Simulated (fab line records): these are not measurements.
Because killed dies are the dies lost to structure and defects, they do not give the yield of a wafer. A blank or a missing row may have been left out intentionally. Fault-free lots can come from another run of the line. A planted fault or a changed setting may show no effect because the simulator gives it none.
Which tool was responsible? ; flow rit-cmos ; 13 lots with 39 wafers sampled at 5 steps, on a route of 202 steps

== WHAT EACH GAUGE READ, for each wafer ==
RIT_ACTIVE_CD_MEAS_90: the cd target is 1400 nm. Usual: cd-nm 1400.3 nm, standard deviation 2.8.
lot;measured;on;cd-nm (nm);flag
L998;day 1 15:32;cd-sem-01;1404.3 1404.4 1402.5;
L999;day 1 20:55;cd-sem-02;1399.4 1399.6 1399.6;
L100;day 2 02:21;cd-sem-02;1400.8 1396.6 1399.2;
L103;day 2 16:02;cd-sem-02;1400.3 1400.6 1400.6;
L104;day 2 21:08;cd-sem-02;1395.9 1395.6 1397.5;
L106;day 3 07:44;cd-sem-01;1404.5 1402.7 1402.1;
L111;day 4 08:10;cd-sem-01;1397.7 1398.1 1398.7;
L112;day 4 14:11;cd-sem-02;1401.7 1397.9 1399.5;
L113;day 4 18:58;cd-sem-02;1400.7 1400.9 1399.9;
L114;day 5 00:04;cd-sem-02;1402.0 1401.4 1400.4;
L119;day 6 00:53;cd-sem-02;1398.8 1395.7 1397.7;
L120;day 6 05:46;cd-sem-02;1400.1 1403.1 1398.9;
L121;day 6 10:58;cd-sem-02;1403.8 1401.8 1401.5;

RIT_PRETRO_OVL_MEAS_06. Usual: PRETRO_OVL gives 0.2 nm (standard deviation 1.3).
lot;measured;on;PRETRO_OVL (nm);flag
L998;day 2 10:13;overlay-02;1.2 0.5 3.5;
L999;day 2 13:44;overlay-02;-1.2 -0.6 0.2;
L100;day 2 18:23;overlay-02;0.4 0.8 1.8;
L103;day 3 08:19;overlay-02;-0.8 -2.0 0.3;
L104;day 3 12:46;overlay-01;- - -;OFF
L106;day 4 02:25;overlay-02;1.5 2.0 2.7;
L111;day 5 02:39;overlay-02;1.3 -0.3 0.1;
L112;day 5 08:19;overlay-02;-0.4 0.3 0.3;
L113;day 5 14:55;overlay-01;0.7 1.0 -0.4;
L114;day 5 16:16;overlay-01;-1.5 -0.9 -1.5;
L119;day 6 19:34;overlay-02;2.0 2.5 2.2;
L120;day 6 23:26;overlay-02;1.8 0.7 0.6;
L121;day 7 04:37;overlay-02;1.4 -0.6 0.3;

RIT_PRETRO_TW_MEAS_10. Usual: PRETRO_TW gives 474.5 (standard deviation 2.4).
lot;measured;on;PRETRO_TW;flag
L998;day 2 10:50;film-metro-01;471.3 474.1 470.5;
L999;day 2 14:22;film-metro-04;475.5 473.6 473.5;
L100;day 2 19:05;film-metro-04;472.8 473.8 472.9;
L103;day 3 08:56;film-metro-02;469.9 475.5 473.6;
L104;day 3 13:22;film-metro-04;30.2 30.1 30.2;OFF
L106;day 4 03:19;film-metro-02;475.7 474.8 476.5;
L111;day 5 03:25;film-metro-01;471.1 475.2 471.5;
L112;day 5 08:55;film-metro-04;472.4 475.1 474.0;
L113;day 5 15:32;film-metro-04;471.5 471.7 474.4;
L114;day 5 17:01;film-metro-02;471.4 477.8 472.6;
L119;day 6 20:10;film-metro-02;473.3 473.4 473.2;
L120;day 7 00:02;film-metro-04;478.3 475.6 476.5;
L121;day 7 05:14;film-metro-04;478.2 478.9 477.3;

== TOOL THAT RAN EACH LOT (tool first, then ch and the chambers of the sampled wafers, then the start) ==
lot;RIT_ACTIVE_STRIP_14;RIT_PRETRO_EXPOSE_03
L998;plasma-asher-02 ch 0,1, day 1 15:22;iline-stepper-02 ch 0, day 2 09:47
L999;plasma-asher-01 ch 0,1, day 1 20:43;iline-stepper-02 ch 0, day 2 13:20
L100;plasma-asher-02 ch 0,1, day 2 02:11;iline-stepper-02 ch 0, day 2 17:58
L103;plasma-asher-04 ch 0,1, day 2 15:50;iline-stepper-02 ch 0, day 3 07:54
L104;plasma-asher-01 ch 0,1, day 2 20:58;iline-stepper-02 ch 0, day 3 12:20
L106;plasma-asher-04 ch 1, day 3 07:32;iline-stepper-02 ch 0, day 4 02:00
L111;plasma-asher-04 ch 0, day 4 07:58;iline-stepper-02 ch 0, day 5 02:14
L112;plasma-asher-04 ch 0,1, day 4 14:00;iline-stepper-02 ch 0, day 5 07:53
L113;plasma-asher-04 ch 0,1, day 4 18:48;iline-stepper-02 ch 0, day 5 14:29
L114;plasma-asher-01 ch 0,1, day 4 23:53;iline-stepper-02 ch 0, day 5 15:50
L119;plasma-asher-01 ch 0,1, day 6 00:35;iline-stepper-01 ch 0, day 6 19:08
L120;plasma-asher-01 ch 0,1, day 6 05:35;iline-stepper-01 ch 0, day 6 23:00
L121;plasma-asher-01 ch 0,1, day 6 10:47;iline-stepper-02 ch 0, day 7 04:09
- RIT_ACTIVE_STRIP_14: strips in O2, time 180 s.
- RIT_PRETRO_EXPOSE_03: exposes mask M5, target cd 43700 nm.

== WHAT THE TOOLS THEMSELVES READ (means of the sampled wafers that have a number; where no wafer has one, the mark that the record gives instead) ==
RIT_ACTIVE_STRIP_14. Usual: drypump-motor-current-A 5.4 A, standard deviation 0.45; o2-flow-sccm 4000 sccm, standard deviation 12.
lot;tool;drypump-motor-current-A (A);o2-flow-sccm (sccm);flag
L998;plasma-asher-02;5.7;3977;
L999;plasma-asher-01;5.0;3993;
L100;plasma-asher-02;6.0;3999;
L103;plasma-asher-04;5.7;3993;
L104;plasma-asher-01;4.9;3999;
L106;plasma-asher-04;5.9;3997;
L111;plasma-asher-04;5.4;4003;
L112;plasma-asher-04;5.7;4016;
L113;plasma-asher-04;5.8;4010;
L114;plasma-asher-01;4.9;4019;
L119;plasma-asher-01;4.9;4005;
L120;plasma-asher-01;5.0;3998;
L121;plasma-asher-01;5.0;3996;

== THE ANSWER, worked out from the rows above alone ==
Rule: a lot counts as off when the mean over its wafers that have a number is more than 3 standard deviations away from the usual mean. Also off: a lot with no number at a reading for which 4 or more lots have one. The other lots that the step has rows for count as sound. First the gauges in route order, then the tools' own readings, where a lot's mean is used as printed above. At the first step where some lot is off, the reading lying furthest off is the one used; lots without a number count as furthest.
Off: L104, at RIT_PRETRO_OVL_MEAS_06 (PRETRO_OVL). Without a number there: L104.
A tool fits if, at a process step before that reading, it ran every lot that is off, and no sound lot after the first of them. The gauges at RIT_PRETRO_OVL_MEAS_06 aren't tried: what is off there is off at RIT_PRETRO_TW_MEAS_10 too, on other tools, and a gauge's error can't cause that. None of those tried fits.

== WHAT THE SIMULATOR HAD PUT IN ==
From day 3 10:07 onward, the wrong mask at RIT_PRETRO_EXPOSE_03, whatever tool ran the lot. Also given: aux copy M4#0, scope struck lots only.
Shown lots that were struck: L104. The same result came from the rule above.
